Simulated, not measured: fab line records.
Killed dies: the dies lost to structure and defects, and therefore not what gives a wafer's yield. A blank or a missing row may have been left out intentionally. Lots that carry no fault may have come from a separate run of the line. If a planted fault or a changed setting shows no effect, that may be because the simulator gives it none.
The tool behind it: which one? -- flow rit-cmos -- 10 lots, 30 wafers sampled, at 2 steps of a route of 202

== WHAT EACH GAUGE READ, for each wafer ==
RIT_NRETRO_OVL_MEAS_06.
lot,measured,on,NRETRO_OVL (nm)
L667,day 2 07:12,overlay-02,-0.7 0.3 -0.4
L668,day 2 10:02,overlay-01,0.3 0.9 0.5
L669,day 2 15:16,overlay-01,-0.7 -1.0 -0.4
L670,day 2 20:55,overlay-02,0.9 1.8 0.4
L671,day 3 01:44,overlay-01,1.2 0.2 2.5
L679,day 4 18:02,overlay-02,421.7 421.7 420.6
L680,day 4 22:39,overlay-01,422.2 420.4 420.7
L682,day 5 12:16,overlay-01,1.3 1.5 -0.4
L685,day 6 04:15,overlay-01,0.6 -1.0 -0.9
L687,day 6 09:31,overlay-02,-1.7 -1.3 -1.4

== WHICH TOOL RAN EACH LOT (tool, then ch and the chambers of the sampled wafers, then the start) ==
lot,RIT_NRETRO_EXPOSE_03
L667,"iline-stepper-01 ch 0, day 2 06:47"
L668,"iline-stepper-02 ch 0, day 2 09:37"
L669,"iline-stepper-02 ch 0, day 2 14:50"
L670,"iline-stepper-02 ch 0, day 2 20:29"
L671,"iline-stepper-02 ch 0, day 3 01:09"
L679,"iline-stepper-01 ch 0, day 4 17:37"
L680,"iline-stepper-01 ch 0, day 4 22:16"
L682,"iline-stepper-02 ch 0, day 5 11:51"
L685,"iline-stepper-02 ch 0, day 6 03:50"
L687,"iline-stepper-02 ch 0, day 6 09:07"
- RIT_NRETRO_EXPOSE_03: exposes mask M4, target cd 43900 nm.

== THE ANSWER, worked out from the rows above alone ==
Rule: the usual values come from the lots themselves. Put in order of their means at a reading, lots are off if they are a third of the lots or fewer, leave a main group of 4 or more, and stand apart from it by a gap of 3 or more times the standard deviation of the main group's means; of several such gaps the widest counts. A main group whose means are all the same, to the digits that the tables above print for the reading, isn't used. A lot without any number at a reading at which 4 lots or more have one is off too. The other lots that the step has rows for count as sound.
Off: L679, L680, seen at RIT_NRETRO_OVL_MEAS_06 (NRETRO_OVL). The main group: mean 0.1 nm, standard deviation 0.9.
A tool fits if, at a process step before that reading, it ran every lot that is off, and no sound lot after the first of them. The gauges at RIT_NRETRO_OVL_MEAS_06 are tried like those tools. One fits: RIT_NRETRO_EXPOSE_03 on iline-stepper-01. Its last sound lot is L667 (day 2 06:47), its first lot that is off L679 (day 4 17:37): a fault that began between those two fits.

== WHAT THE SIMULATOR HAD PUT IN ==
Scanner matching overlay: iline-stepper-01, from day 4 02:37 on, at RIT_NRETRO_EXPOSE_03. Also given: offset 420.
Lots struck among those shown: L679, L680. This agrees with what the rule above found.
